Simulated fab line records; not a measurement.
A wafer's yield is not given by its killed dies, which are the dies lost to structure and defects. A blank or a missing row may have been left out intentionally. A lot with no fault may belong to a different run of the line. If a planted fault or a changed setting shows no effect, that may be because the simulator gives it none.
Matching of chambers -- flow berkeley_cmos170 -- 3 sister chambers for UCB170_V1_CVD_00 on pecvd-04
The step deposits SiO2 from TEOS/O2, target thk 2000 nm, time 250 s. 6 wafers are shown with their chamber, then 7 later ones without.

== WAFERS PAIRED WITH THEIR CHAMBERS ==
wafer,chamber,heater_power_w (W)
L885.4,1,243
L889.2,0,246
L889.3,1,291
L889.4,0,307
L892.1,2,278
L892.4,2,233

== WAFERS WITHOUT THEIR CHAMBER ==
wafer,heater_power_w (W)
L892.5,246
L894.1,323
L894.4,246
L894.5,304
L893.2,249
L893.5,308
L893.6,231

== THE CHAMBER EACH PASSED THROUGH ==
wafer,from the rows above,in truth
L892.5,can't be placed: 2 or 1 or 0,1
L894.1,can't be placed: 0 or 1 or 2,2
L894.4,can't be placed: 2 or 1 or 0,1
L894.5,can't be placed: 0 or 1 or 2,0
L893.2,can't be placed: 2 or 1 or 0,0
L893.5,can't be placed: 0 or 1 or 2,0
L893.6,can't be placed: 2 or 1 or 0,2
Correct placement for 0 of the 7. Unplaceable from these rows: 7, with the true chamber sitting among the candidates in 7. Placed wrongly: 0.
How it was worked out, from the rows above alone: a wafer's distance from a chamber is the root of the sum, over the readings, of the square of ((its reading less the chamber's mean) divided by the reading's scatter). The wafer belongs to the nearest chamber; if the next one is less than 2 further off, it can't be placed. For every chamber, the mean is computed from those of its wafers that are shown. How the scatter is found: for the shown wafers, subtract from each reading the mean of its chamber, square and add these, divide the total by (wafers less chambers), then take the root.
